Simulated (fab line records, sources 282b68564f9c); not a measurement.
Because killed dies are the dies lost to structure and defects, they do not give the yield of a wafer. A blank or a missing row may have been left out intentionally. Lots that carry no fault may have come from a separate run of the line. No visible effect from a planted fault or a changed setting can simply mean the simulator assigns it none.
The tool behind it: which one? + flow rit_cmos + 14 lots, 42 wafers sampled, at 2 steps of a route of 202

WHAT THE GAUGES SHOWED, per wafer
No reading from a measuring or inspecting step in the record can be judged against a usual standard deviation.

TOOL THAT RAN EACH LOT (tool first, then ch and the chambers of the sampled wafers, then the start)
| lot  | RIT_SDANNEAL_CLEAN_00          | RIT_M1_PROBE_99        |
|------|--------------------------------|------------------------|
| L758 | wet_bench-01 ch 0, day 3 15:37 | prober-02, day 3 23:44 |
| L761 | wet_bench-04 ch 1, day 4 12:56 | prober-01, day 4 20:57 |
| L762 | wet_bench-03 ch 0, day 4 18:07 | prober-02, day 5 02:45 |
| L763 | wet_bench-03 ch 2, day 4 20:59 | prober-01, day 5 05:27 |
| L764 | wet_bench-04 ch 2, day 5 00:56 | prober-02, day 5 08:46 |
| L765 | wet_bench-03 ch 1, day 5 02:32 | prober-01, day 5 11:01 |
| L766 | wet_bench-04 ch 1, day 5 07:52 | prober-02, day 5 15:56 |
| L767 | wet_bench-01 ch 0, day 5 14:03 | prober-01, day 5 22:08 |
| L768 | wet_bench-01 ch 3, day 5 18:25 | prober-02, day 6 02:44 |
| L769 | wet_bench-03 ch 2, day 5 23:55 | prober-01, day 6 07:59 |
| L770 | wet_bench-03 ch 1, day 6 04:14 | prober-02, day 6 12:01 |
| L775 | wet_bench-01 ch 3, day 7 04:47 | prober-01, day 7 12:43 |
| L776 | wet_bench-03 ch 1, day 7 06:10 | prober-02, day 7 14:10 |
| L777 | wet_bench-03 ch 0, day 7 08:08 | prober-01, day 7 16:20 |
- RIT_SDANNEAL_CLEAN_00: cleans in SC1, time 600 s.
- RIT_M1_PROBE_99

AS READ BY THE TOOLS THEMSELVES (means over the sampled wafers that have a number; for cases with no such wafer, the mark the record gives instead)
RIT_SDANNEAL_CLEAN_00. Usual: run_length_s reads 629 s (standard deviation 4.1).
| lot  | tool         | run_length_s (s) | flag |
|------|--------------|------------------|------|
| L758 | wet_bench-01 | 625              |      |
| L761 | wet_bench-04 | 627              |      |
| L762 | wet_bench-03 | 625              |      |
| L763 | wet_bench-03 | 635              |      |
| L764 | wet_bench-04 | 626              |      |
| L765 | wet_bench-03 | 627              |      |
| L766 | wet_bench-04 | 625              |      |
| L767 | wet_bench-01 | 626              |      |
| L768 | wet_bench-01 | 627              |      |
| L769 | wet_bench-03 | 635              |      |
| L770 | wet_bench-03 | 635              |      |
| L775 | wet_bench-01 | 626              |      |
| L776 | wet_bench-03 | 591              | OFF  |
| L777 | wet_bench-03 | 590              | OFF  |

RIT_M1_PROBE_99. Usual: killed_at_contacts 0.1, standard deviation 0.37; killed_at_front_end 6.9, standard deviation 2.9; killed_dies 7.1, standard deviation 2.9; killed_open 3.3, standard deviation 1.8; killed_short 3.6, standard deviation 2.2.
| lot  | tool      | killed_at_contacts | killed_at_front_end | killed_dies | killed_open | killed_short | flag |
|------|-----------|--------------------|---------------------|-------------|-------------|--------------|------|
| L758 | prober-02 | 0.0                | 9.3                 | 9.3         | 3.0         | 6.3          |      |
| L761 | prober-01 | 0.0                | 5.3                 | 5.3         | 2.0         | 3.3          |      |
| L762 | prober-02 | 0.0                | 5.3                 | 5.3         | 1.7         | 3.7          |      |
| L763 | prober-01 | 0.0                | 4.0                 | 4.0         | 1.0         | 3.0          |      |
| L764 | prober-02 | 0.3                | 7.7                 | 8.0         | 2.7         | 5.3          |      |
| L765 | prober-01 | 0.0                | 7.7                 | 7.7         | 3.0         | 4.7          |      |
| L766 | prober-02 | 0.7                | 8.3                 | 9.0         | 4.3         | 4.0          |      |
| L767 | prober-01 | 0.0                | 6.3                 | 6.3         | 4.0         | 2.3          |      |
| L768 | prober-02 | 0.0                | 4.3                 | 4.3         | 2.7         | 1.7          |      |
| L769 | prober-01 | 0.0                | 6.0                 | 6.0         | 2.7         | 3.3          |      |
| L770 | prober-02 | 0.0                | 7.7                 | 7.7         | 3.3         | 4.3          |      |
| L775 | prober-01 | 1.0                | 11.3                | 12.3        | 3.7         | 8.0          |      |
| L776 | prober-02 | 0.3                | 3.7                 | 4.0         | 1.7         | 2.0          |      |
| L777 | prober-01 | 0.0                | 5.0                 | 5.0         | 2.3         | 2.7          |      |

THE ANSWER, worked out from the rows above alone
Rule: a lot counts as off when the mean over its wafers that have a number is more than 3 standard deviations away from the usual mean. A lot without any number at a reading at which 4 lots or more have one is off too. All remaining lots with rows at the step are treated as sound. After the gauges, taken in route order, come the tools' own readings; for these a lot's mean is taken, as printed above. At the first step where some lot is off, the reading lying furthest off is the one used; lots without a number count as furthest.
Off, at RIT_SDANNEAL_CLEAN_00 on run_length_s: L776, L777.
If a tool, at that step or one of the process steps before it, ran each lot that is off and ran no sound lot following the first of them, it fits. One candidate fits, namely wet_bench-03 at RIT_SDANNEAL_CLEAN_00. Its last sound lot is L770 (day 6 04:14), its first lot that is off L776 (day 7 06:10): a fault that began between those two fits.
On the lots that are off, the tool's own readings at RIT_SDANNEAL_CLEAN_00 differ by more than 5 times the standard deviation of the sound lots' means, which bears it out; run_length_s reads 590 s there versus 628 s on the sound lots.

WHAT THE SIMULATOR PUT IN
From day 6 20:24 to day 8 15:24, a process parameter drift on wet_bench-03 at RIT_SDANNEAL_CLEAN_00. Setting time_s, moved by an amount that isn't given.
Shown lots that were struck: L776, L777. The rule given above showed the same thing.
